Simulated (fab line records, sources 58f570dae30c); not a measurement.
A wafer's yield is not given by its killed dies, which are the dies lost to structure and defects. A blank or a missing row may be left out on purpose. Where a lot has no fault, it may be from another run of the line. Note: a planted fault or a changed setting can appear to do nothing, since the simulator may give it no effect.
Which tool is to blame?    flow berkeleyCmos170    Sampling: 14 lots, 42 wafers, 5 of 331 route steps

## WHAT EACH GAUGE READ, for each wafer
UCB170_V1_CD_MEAS_90: the cd target is 700 nm.
lot   measured      on        cdNm (nm)
L911  day 7 16:27   cdSem-01  700.4 698.7 699.4
L912  day 8 09:41   cdSem-02  699.9 699.6 700.0
L916  day 8 17:09   cdSem-02  698.5 699.8 699.8
L914  day 8 17:25   cdSem-01  698.8 700.8 701.3
L920  day 9 18:20   cdSem-02  701.8 700.1 703.7
L921  day 9 18:34   cdSem-02  698.5 699.4 699.0
L919  day 9 18:52   cdSem-01  698.4 698.0 697.3
L922  day 10 07:19  cdSem-02  700.0 698.1 698.5
L925  day 10 19:50  cdSem-01  700.7 700.2 701.0
L926  day 10 23:08  cdSem-01  702.6 702.7 701.1
L927  day 10 23:26  cdSem-01  701.2 700.2 700.5
L930  day 12 00:31  cdSem-02  697.6 696.8 697.9
L933  day 12 11:07  cdSem-01  700.9 699.8 700.5
L929  day 12 11:24  cdSem-02  699.4 699.0 696.5

UCB170_M2_OVL_MEAS_16.
lot   measured      on          M2_OVL (nm)
L911  day 7 18:37   overlay-01  3 0 1
L912  day 8 11:50   overlay-01  -2 -5 3
L916  day 8 21:31   overlay-02  0 -1 -4
L914  day 8 21:35   overlay-01  -3 -9 -1
L920  day 9 20:28   overlay-01  3 -5 7
L921  day 9 20:50   overlay-01  0 5 1
L919  day 9 21:07   overlay-02  -6 -16 -6
L922  day 10 09:52  overlay-02  0 -1 7
L925  day 10 22:11  overlay-01  -2 -2 -3
L926  day 11 02:45  overlay-02  -6 4 1
L927  day 11 03:02  overlay-01  121 124 120
L930  day 12 03:52  overlay-02  0 -2 -7
L933  day 12 14:20  overlay-01  3 6 2
L929  day 12 14:07  overlay-01  118 125 128

UCB170_V2_OVL_MEAS_13.
lot   measured      on          V2_OVL (nm)
L911  day 7 21:40   overlay-02  7 0 2
L912  day 8 15:19   overlay-02  -2 7 3
L916  day 9 00:15   overlay-02  -9 2 -5
L914  day 9 00:29   overlay-01  3 -2 -2
L920  day 9 22:48   overlay-01  -2 -5 -2
L921  day 9 23:17   overlay-01  2 17 10
L919  day 9 23:44   overlay-01  1 -2 -5
L922  day 10 14:12  overlay-01  3 -5 1
L925  day 11 00:51  overlay-02  4 11 5
L926  day 11 05:25  overlay-01  -12 -2 -12
L927  day 11 05:42  overlay-02  1 2 5
L930  day 12 06:14  overlay-01  -4 -2 -3
L933  day 12 17:42  overlay-01  -1 5 1
L929  day 12 17:36  overlay-02  6 15 9

UCB170_V2_CD_MEAS_90: the cd target is 700 nm.
lot   measured      on        cdNm (nm)
L911  day 7 22:00   cdSem-02  702.3 701.0 702.4
L912  day 8 15:43   cdSem-01  700.9 701.5 699.9
L916  day 9 00:35   cdSem-01  699.7 700.0 699.6
L914  day 9 00:49   cdSem-01  699.3 699.4 700.7
L920  day 9 23:08   cdSem-01  702.5 704.8 701.6
L921  day 9 23:36   cdSem-01  698.3 698.3 698.4
L919  day 10 00:03  cdSem-02  703.8 704.5 703.3
L922  day 10 14:32  cdSem-02  699.3 698.9 698.4
L925  day 11 01:11  cdSem-01  699.9 700.2 698.6
L926  day 11 05:43  cdSem-01  697.8 699.4 699.3
L927  day 11 06:02  cdSem-02  700.9 700.4 703.6
L930  day 12 06:34  cdSem-01  699.9 701.1 700.0
L933  day 12 18:02  cdSem-02  702.3 702.4 701.1
L929  day 12 17:57  cdSem-01  698.9 700.7 701.2

## EACH LOT AND THE TOOL THAT RAN IT (in order: tool; ch and the chambers of the sampled wafers; start)
lot   UCB170_M2_EXPOSE_12
L911  krfScanner-01 ch 0, day 7 18:08
L912  krfScanner-01 ch 0, day 8 11:19
L916  krfScanner-01 ch 0, day 8 20:23
L914  krfScanner-02 ch 0, day 8 20:37
L920  krfScanner-02 ch 0, day 9 19:58
L921  krfScanner-01 ch 0, day 9 20:20
L919  krfScanner-02 ch 0, day 9 20:37
L922  krfScanner-01 ch 0, day 10 09:22
L925  krfScanner-01 ch 0, day 10 21:28
L926  krfScanner-02 ch 0, day 11 02:02
L927  krfScanner-01 ch 0, day 11 02:19
L930  krfScanner-02 ch 0, day 12 02:58
L933  krfScanner-02 ch 0, day 12 13:50
L929  krfScanner-01 ch 0, day 12 13:38
- UCB170_M2_EXPOSE_12: exposes mask METAL2, target cd 700 nm.

## WHAT THE TOOLS THEMSELVES READ (means of the sampled wafers that have a number; where no wafer has one, the mark that the record gives instead)
UCB170_M2_EXPOSE_12.
lot   tool           focusOffsetNm (nm)  stageVelMmS (mm/s)
L911  krfScanner-01  -0.1                500.28
L912  krfScanner-01  -0.1                499.99
L916  krfScanner-01  -0.3                499.91
L914  krfScanner-02  -0.5                499.96
L920  krfScanner-02  -0.4                499.58
L921  krfScanner-01  -0.6                499.95
L919  krfScanner-02  0.3                 500.04
L922  krfScanner-01  -0.2                500.08
L925  krfScanner-01  -0.2                499.81
L926  krfScanner-02  0.0                 499.94
L927  krfScanner-01  -0.1                499.73
L930  krfScanner-02  0.2                 500.11
L933  krfScanner-02  -0.1                500.14
L929  krfScanner-01  0.3                 499.78

## THE ANSWER, worked out from the rows above alone
Rule: what is usual is taken from the lots themselves. Put in order of their means at a reading, lots are off if they are a third of the lots or fewer, leave a main group of 4 or more, and stand apart from it by a gap of 3 or more times the standard deviation of the main group's means; of several such gaps the widest counts. The tables above print the reading to a certain number of digits; a main group whose means all agree to those digits is not used. Also off: a lot with no number at a reading for which 4 or more lots have one. Where the step has rows for the other lots, those lots are counted as sound. The gauges are gone through in route order, then the tools' own readings, and for those a lot's mean is taken as printed above. At the first step where some lot is off, the reading lying furthest off is the one used; lots without a number count as furthest.
Off: at UCB170_M2_OVL_MEAS_16 (M2_OVL), L927, L929. The main group: mean -1 nm, standard deviation 3.4.
A tool fits if, at a process step before that reading, it ran every lot that is off, and no sound lot after the first of them. The gauges at UCB170_M2_OVL_MEAS_16 are tried like those tools. One fits: krfScanner-01 at UCB170_M2_EXPOSE_12. Its last sound lot is L925 (day 10 21:28), its first lot that is off L927 (day 11 02:19): a fault that began between those two fits.

## WHAT THE SIMULATOR HAD INSERTED
Scanner matching overlay: krfScanner-01, from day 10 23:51 on, at UCB170_M2_EXPOSE_12. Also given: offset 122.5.
Lots struck among those shown: L927, L929. The rule given above showed the same thing.
